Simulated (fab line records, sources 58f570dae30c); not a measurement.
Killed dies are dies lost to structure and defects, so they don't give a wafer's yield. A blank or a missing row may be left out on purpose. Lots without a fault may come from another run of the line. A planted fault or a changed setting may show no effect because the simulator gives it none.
Which tool did it? | flow berkeley_cmos170 | 13 lots, 39 wafers sampled, at 2 steps of a route of 331

WHAT THE GAUGES READ, wafer by wafer
UCB170_V1_CD_MEAS_12: target cd 700 nm. Usual: cd_nm 699.3 nm, standard deviation 1.6.
lot  | measured     | on        | cd_nm (nm)        | flag
L238 | day 7 17:32  | cd_sem-02 | 698.6 699.6 699.0 |
L237 | day 7 17:34  | cd_sem-01 | 699.7 698.9 698.3 |
L236 | day 7 17:43  | cd_sem-02 | 699.0 699.4 699.8 |
L240 | day 8 00:49  | cd_sem-01 | 700.2 701.9 700.0 |
L239 | day 8 01:03  | cd_sem-02 | 699.7 698.8 699.9 |
L243 | day 9 02:11  | cd_sem-01 | 699.1 701.4 700.5 |
L244 | day 9 02:25  | cd_sem-02 | 701.8 702.5 701.7 |
L242 | day 9 02:57  | cd_sem-02 | 699.2 701.7 700.3 |
L241 | day 9 03:10  | cd_sem-02 | 697.1 697.5 698.1 |
L253 | day 10 22:38 | cd_sem-02 | 695.9 697.4 695.9 |
L257 | day 11 08:45 | cd_sem-01 | 699.2 699.9 699.7 |
L258 | day 12 00:46 | cd_sem-01 | 699.5 699.8 698.4 |
L259 | day 12 14:49 | cd_sem-01 | 701.6 702.8 703.6 |

UCB170_M2_CD_MEAS_15: target cd 700 nm. Usual: cd_nm 700.2 nm, standard deviation 1.2.
lot  | measured     | on        | cd_nm (nm)        | flag
L238 | day 7 20:47  | cd_sem-01 | 702.7 702.9 701.4 |
L237 | day 7 20:53  | cd_sem-02 | 699.5 699.4 700.0 |
L236 | day 7 21:04  | cd_sem-01 | 700.0 699.6 698.7 |
L240 | day 8 03:42  | cd_sem-01 | 701.8 700.2 700.3 |
L239 | day 8 04:01  | cd_sem-01 | 701.9 701.9 701.5 |
L243 | day 9 05:14  | cd_sem-01 | 700.1 699.0 698.5 |
L244 | day 9 05:23  | cd_sem-01 | 698.2 697.2 698.0 |
L242 | day 9 06:34  | cd_sem-01 | 698.8 701.6 699.7 |
L241 | day 9 06:50  | cd_sem-02 | 701.8 700.8 701.9 |
L253 | day 11 01:22 | cd_sem-02 | 700.8 700.6 699.1 |
L257 | day 11 12:59 | cd_sem-02 | 699.0 700.3 699.6 |
L258 | day 12 04:08 | cd_sem-02 | 699.5 700.8 700.5 |
L259 | day 12 18:16 | cd_sem-02 | 698.1 698.4 699.7 |

WHICH TOOL RAN EACH LOT (tool, then ch and the chambers of the sampled wafers, then the start)
The record holds no process step before these readings.

WHAT THE TOOLS THEMSELVES READ (means of the sampled wafers that have a number; where no wafer has one, the mark that the record gives instead)
The record holds no such reading with a usual standard deviation.

THE ANSWER, worked out from the rows above alone
Rule: a lot is off if the mean of its wafers that have a number lies more than 3 standard deviations from the usual mean. A lot without any number at a reading at which 4 lots or more have one is off too. The other lots that the step has rows for count as sound. The gauges are gone through in route order, then the tools' own readings, and for those a lot's mean is taken as printed above. The first step at which some lot is off is used, and at that step the reading that is off furthest; a lot without a number counts as furthest.
No lot is off at any reading shown: from this, nothing can be told.

WHAT THE SIMULATOR HAD PUT IN
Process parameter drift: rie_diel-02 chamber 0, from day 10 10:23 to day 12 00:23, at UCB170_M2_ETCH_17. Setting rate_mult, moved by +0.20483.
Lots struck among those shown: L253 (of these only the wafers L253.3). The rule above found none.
